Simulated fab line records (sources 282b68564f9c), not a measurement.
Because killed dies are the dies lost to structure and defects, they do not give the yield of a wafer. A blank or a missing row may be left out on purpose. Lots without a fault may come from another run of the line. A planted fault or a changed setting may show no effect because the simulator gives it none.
Which of the tools did it? | flow rit_cmos | 7 lots (21 wafers sampled), 1 step of a 202-step route

## WHAT THE GAUGES SHOWED, per wafer
RIT_NLDD_OVL_MEAS_06.
lot  | measured    | on         | NLDD_OVL (nm)
L857 | day 3 12:46 | overlay-02 | 3.3 1.9 4.7
L859 | day 3 21:58 | overlay-01 | 1.6 2.2 1.6
L861 | day 4 04:11 | overlay-02 | -0.6 1.4 0.8
L863 | day 4 10:59 | overlay-02 | 0.6 2.2 -0.1
L865 | day 4 20:31 | overlay-01 | 2.7 2.3 4.4
L867 | day 5 06:41 | overlay-01 | 1.4 0.4 0.0
L876 | day 7 01:28 | overlay-01 | 2.3 1.1 2.8

## EACH LOT AND THE TOOL THAT RAN IT (in order: tool; ch and the chambers of the sampled wafers; start)
The record shows no process step preceding these readings.

## THE ANSWER, worked out from the rows above alone
Rule: usual is defined by the lots themselves. Put in order of their means at a reading, lots are off if they are a third of the lots or fewer, leave a main group of 4 or more, and stand apart from it by a gap of 3 or more times the standard deviation of the main group's means; of several such gaps the widest counts. A main group is skipped when, at the precision printed for the reading in the tables above, its means are all equal. A lot without any number at a reading at which 4 lots or more have one is off too. Any other lot the step has rows for is counted as sound.
None of the lots is off at any reading shown; this tells nothing.

## WHAT THE SIMULATOR PUT IN
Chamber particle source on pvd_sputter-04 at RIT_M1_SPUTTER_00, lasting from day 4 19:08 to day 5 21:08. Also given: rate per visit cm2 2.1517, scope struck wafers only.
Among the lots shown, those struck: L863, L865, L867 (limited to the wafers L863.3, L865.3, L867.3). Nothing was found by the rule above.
